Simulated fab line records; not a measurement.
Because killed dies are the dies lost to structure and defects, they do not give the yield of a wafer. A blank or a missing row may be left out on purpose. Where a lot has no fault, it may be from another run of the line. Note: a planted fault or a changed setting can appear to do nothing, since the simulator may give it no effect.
Split-lot experiment :: flow berkeleyCmos170 :: 23 wafers read from 5 lots, route of 331 steps

## THE SPLIT
At UCB170_CONTACT_CVD_01 (deposits PSG from SiH4/O2/PH3, target thk 700 nm, time 2820 s), the setting pressureMtorr was moved away from the recipe's 300 mTorr on 15 of the 23 wafers read, by -11.6% to +11.1%. The other wafers ran this setting at the recipe's value.

There is no step in the file separating the split from the reading.

## THE READING
At UCB170_CONTACT_THK_MEAS_02: CONTACT_PSG_THK, given in nm. Typical for fault-free wafers on this fab line: 701 nm, with standard deviation 5.3 nm.

wafer: L074.1
tool, chamber at the split: -, -
pressureMtorr as run, mTorr: 265.2
against the recipe: -11.6%
CONTACT_PSG_THK, nm: 658
against lot-mates on the recipe: no lot-mate on the recipe

wafer: L074.2
tool, chamber at the split: -, -
pressureMtorr as run, mTorr: 265.2
against the recipe: -11.6%
CONTACT_PSG_THK, nm: 665
against lot-mates on the recipe: no lot-mate on the recipe

wafer: L074.4
tool, chamber at the split: -, -
pressureMtorr as run, mTorr: 265.2
against the recipe: -11.6%
CONTACT_PSG_THK, nm: 668
against lot-mates on the recipe: no lot-mate on the recipe

wafer: L074.5
tool, chamber at the split: -, -
pressureMtorr as run, mTorr: 265.2
against the recipe: -11.6%
CONTACT_PSG_THK, nm: 665
against lot-mates on the recipe: no lot-mate on the recipe

wafer: L074.6
tool, chamber at the split: -, -
pressureMtorr as run, mTorr: 265.2
against the recipe: -11.6%
CONTACT_PSG_THK, nm: 661
against lot-mates on the recipe: no lot-mate on the recipe

wafer: L076.1
tool, chamber at the split: -, -
pressureMtorr as run, mTorr: 288.1
against the recipe: -4.0%
CONTACT_PSG_THK, nm: 685
against lot-mates on the recipe: no lot-mate on the recipe

wafer: L076.2
tool, chamber at the split: -, -
pressureMtorr as run, mTorr: 288.1
against the recipe: -4.0%
CONTACT_PSG_THK, nm: 690
against lot-mates on the recipe: no lot-mate on the recipe

wafer: L076.3
tool, chamber at the split: -, -
pressureMtorr as run, mTorr: 288.1
against the recipe: -4.0%
CONTACT_PSG_THK, nm: 690
against lot-mates on the recipe: no lot-mate on the recipe

wafer: L076.4
tool, chamber at the split: -, -
pressureMtorr as run, mTorr: 288.1
against the recipe: -4.0%
CONTACT_PSG_THK, nm: 684
against lot-mates on the recipe: no lot-mate on the recipe

wafer: L076.6
tool, chamber at the split: -, -
pressureMtorr as run, mTorr: 288.1
against the recipe: -4.0%
CONTACT_PSG_THK, nm: 689
against lot-mates on the recipe: no lot-mate on the recipe

wafer: L081.1
tool, chamber at the split: -, -
pressureMtorr as run, mTorr: 300
against the recipe: recipe
CONTACT_PSG_THK, nm: 715
against lot-mates on the recipe: -

wafer: L081.2
tool, chamber at the split: -, -
pressureMtorr as run, mTorr: 300
against the recipe: recipe
CONTACT_PSG_THK, nm: 716
against lot-mates on the recipe: -

wafer: L081.3
tool, chamber at the split: -, -
pressureMtorr as run, mTorr: 300
against the recipe: recipe
CONTACT_PSG_THK, nm: 705
against lot-mates on the recipe: -

wafer: L081.5
tool, chamber at the split: -, -
pressureMtorr as run, mTorr: 300
against the recipe: recipe
CONTACT_PSG_THK, nm: 712
against lot-mates on the recipe: -

wafer: L081.6
tool, chamber at the split: -, -
pressureMtorr as run, mTorr: 300
against the recipe: recipe
CONTACT_PSG_THK, nm: 709
against lot-mates on the recipe: -

wafer: L082.1
tool, chamber at the split: lpcvd-02, 0
pressureMtorr as run, mTorr: 300
against the recipe: recipe
CONTACT_PSG_THK, nm: 698
against lot-mates on the recipe: -

wafer: L082.2
tool, chamber at the split: lpcvd-02, 0
pressureMtorr as run, mTorr: 300
against the recipe: recipe
CONTACT_PSG_THK, nm: 707
against lot-mates on the recipe: -

wafer: L082.4
tool, chamber at the split: lpcvd-02, 0
pressureMtorr as run, mTorr: 300
against the recipe: recipe
CONTACT_PSG_THK, nm: 704
against lot-mates on the recipe: -

wafer: L084.1
tool, chamber at the split: -, -
pressureMtorr as run, mTorr: 333.2
against the recipe: +11.1%
CONTACT_PSG_THK, nm: 733
against lot-mates on the recipe: no lot-mate on the recipe

wafer: L084.3
tool, chamber at the split: -, -
pressureMtorr as run, mTorr: 333.2
against the recipe: +11.1%
CONTACT_PSG_THK, nm: 733
against lot-mates on the recipe: no lot-mate on the recipe

wafer: L084.4
tool, chamber at the split: -, -
pressureMtorr as run, mTorr: 333.2
against the recipe: +11.1%
CONTACT_PSG_THK, nm: 730
against lot-mates on the recipe: no lot-mate on the recipe

wafer: L084.5
tool, chamber at the split: -, -
pressureMtorr as run, mTorr: 333.2
against the recipe: +11.1%
CONTACT_PSG_THK, nm: 730
against lot-mates on the recipe: no lot-mate on the recipe

wafer: L084.6
tool, chamber at the split: -, -
pressureMtorr as run, mTorr: 333.2
against the recipe: +11.1%
CONTACT_PSG_THK, nm: 737
against lot-mates on the recipe: no lot-mate on the recipe

THE FIT
A straight line over all 23 wafers: CONTACT_PSG_THK changes by +3.1 nm for each +1% of pressureMtorr; r = +0.97; the points scatter about the line by 6.2 nm.
Too few moved wafers have a lot-mate on the recipe to fit a line with each lot's own level taken away.

## THE WHOLE CHAIN: every reading that the file lists as answering this split, in the file's order
step: UCB170_CONTACT_CVD_01
what it does: deposits PSG from SiH4/O2/PH3, target thk 700 nm, time 2820 s
reading: PSG_of_CONTACT_CVD_01.thkNm (the simulator's own value, which no gauge read)
change (the file's fit): +3.1 nm for each +1% of the setting
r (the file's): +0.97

step: UCB170_CONTACT_THK_MEAS_02
what it does: 
reading: CONTACT_PSG_THK
change (the file's fit): +3.1 for each +1% of the setting
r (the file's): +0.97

## FILE'S OWN FIT
CONTACT_PSG_THK changes by +3.1 nm for each +1% of pressureMtorr, r = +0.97.
